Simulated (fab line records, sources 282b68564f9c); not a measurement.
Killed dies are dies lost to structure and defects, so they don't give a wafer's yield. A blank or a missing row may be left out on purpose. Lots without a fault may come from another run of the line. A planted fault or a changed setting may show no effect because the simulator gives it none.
Which tool did it? | flow rit_cmos | 14 lots, 42 wafers sampled, at 3 steps of a route of 202

WHAT THE GAUGES READ, wafer by wafer
RIT_ACTIVE_BOW_MEAS_00. Usual: INCOMING_BOW 0 um, standard deviation 6.
lot  | measured    | on            | INCOMING_BOW (um) | flag
L245 | day 1 10:00 | film_metro-04 | -10 -13 -5        |
L246 | day 1 15:01 | film_metro-04 | 1 -7 1            |
L247 | day 1 20:01 | film_metro-01 | 7 -5 7            |
L248 | day 2 01:02 | film_metro-04 | -8 5 16           |
L249 | day 2 06:00 | film_metro-01 | -7 3 4            |
L250 | day 2 11:02 | film_metro-03 | 8 4 5             |
L253 | day 3 02:01 | film_metro-04 | 8 4 6             |
L254 | day 3 07:00 | film_metro-03 | 7 1 5             |
L255 | day 3 12:00 | film_metro-04 | 8 2 -1            |
L256 | day 3 17:00 | film_metro-04 | 4 5 0             |
L257 | day 3 22:04 | film_metro-03 | -8 -1 8           |
L262 | day 4 23:00 | film_metro-04 | 4 0 -1            |
L265 | day 5 14:00 | film_metro-03 | -4 5 -1           |
L266 | day 5 19:00 | film_metro-03 | 2 -7 -4           |

RIT_CONTACT_THK_MEAS_01. Usual: CONTACT_TEOS_THK 399 nm, standard deviation 5.2.
lot  | measured    | on            | CONTACT_TEOS_THK (nm) | flag
L245 | day 3 04:50 | film_metro-02 | 396 399 400           |
L246 | day 3 11:38 | film_metro-01 | 397 395 407           |
L247 | day 3 14:16 | film_metro-02 | 389 388 398           |
L248 | day 3 21:51 | film_metro-04 | 402 408 404           |
L249 | day 4 03:25 | film_metro-01 | 401 404 406           |
L250 | day 4 08:53 | film_metro-01 | 394 402 401           |
L253 | day 5 02:49 | film_metro-04 | 393 399 406           |
L254 | day 5 08:36 | film_metro-01 | 392 393 394           |
L255 | day 5 12:14 | film_metro-02 | 392 392 405           |
L256 | day 5 16:23 | film_metro-02 | 396 393 403           |
L257 | day 6 05:20 | film_metro-02 | 408 399 397           |
L262 | day 6 21:09 | film_metro-01 | 403 397 408           |
L265 | day 7 10:29 | film_metro-02 | 394 396 397           |
L266 | day 7 13:44 | film_metro-04 | 391 391 401           |

WHICH TOOL RAN EACH LOT (tool, then ch and the chambers of the sampled wafers, then the start)
lot  | RIT_PRETRO_IMPLANT_08
L245 | implanter-02 ch 0, day 2 09:50
L246 | implanter-01 ch 0, day 2 14:07
L247 | implanter-01 ch 0, day 2 17:42
L248 | implanter-01 ch 0, day 2 23:46
L249 | implanter-01 ch 0, day 3 06:45
L250 | implanter-01 ch 0, day 3 11:40
L253 | implanter-01 ch 0, day 4 00:41
L254 | implanter-02 ch 0, day 4 05:37
L255 | implanter-04 ch 0, day 4 10:34
L256 | implanter-04 ch 0, day 4 17:21
L257 | implanter-01 ch 0, day 5 06:04
L262 | implanter-02 ch 0, day 6 02:02
L265 | implanter-02 ch 0, day 6 14:56
L266 | implanter-04 ch 0, day 6 18:04
- RIT_PRETRO_IMPLANT_08

WHAT THE TOOLS THEMSELVES READ (means of the sampled wafers that have a number; where no wafer has one, the mark that the record gives instead)
RIT_PRETRO_IMPLANT_08. Usual: beam_energy_keV 45.001, standard deviation 0.014.
lot  | tool         | beam_energy_keV | flag
L245 | implanter-02 | 44.978          |
L246 | implanter-01 | 44.995          |
L247 | implanter-01 | 45.006          |
L248 | implanter-01 | 44.996          |
L249 | implanter-01 | 44.979          |
L250 | implanter-01 | 45.013          |
L253 | implanter-01 | 44.407          | OFF
L254 | implanter-02 | 45.001          |
L255 | implanter-04 | 45.018          |
L256 | implanter-04 | 45.010          |
L257 | implanter-01 | 44.384          | OFF
L262 | implanter-02 | 45.003          |
L265 | implanter-02 | 45.004          |
L266 | implanter-04 | 44.995          |

THE ANSWER, worked out from the rows above alone
Rule: a lot is off if the mean of its wafers that have a number lies more than 3 standard deviations from the usual mean. A lot without any number at a reading at which 4 lots or more have one is off too. The other lots that the step has rows for count as sound. The gauges are gone through in route order, then the tools' own readings, and for those a lot's mean is taken as printed above. The first step at which some lot is off is used, and at that step the reading that is off furthest; a lot without a number counts as furthest.
Off: L253, L257, at RIT_PRETRO_IMPLANT_08 (beam_energy_keV).
A tool fits if, at that step or a process step before it, it ran every lot that is off, and no sound lot after the first of them. One fits: implanter-01 at RIT_PRETRO_IMPLANT_08. Its last sound lot is L250 (day 3 11:40), its first lot that is off L253 (day 4 00:41): a fault that began between those two fits.
The tool's own readings at RIT_PRETRO_IMPLANT_08 bear it out: on the lots that are off they differ by more than 5 times the standard deviation of the sound lots' means. beam_energy_keV reads 44.395 there against 45.000 on the sound lots.

WHAT THE SIMULATOR HAD PUT IN
Process parameter drift: implanter-01, from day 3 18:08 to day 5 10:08, at RIT_PRETRO_IMPLANT_08. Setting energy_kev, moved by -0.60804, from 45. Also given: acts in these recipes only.
Lots struck among those shown: L253, L257. The rule above found the same.
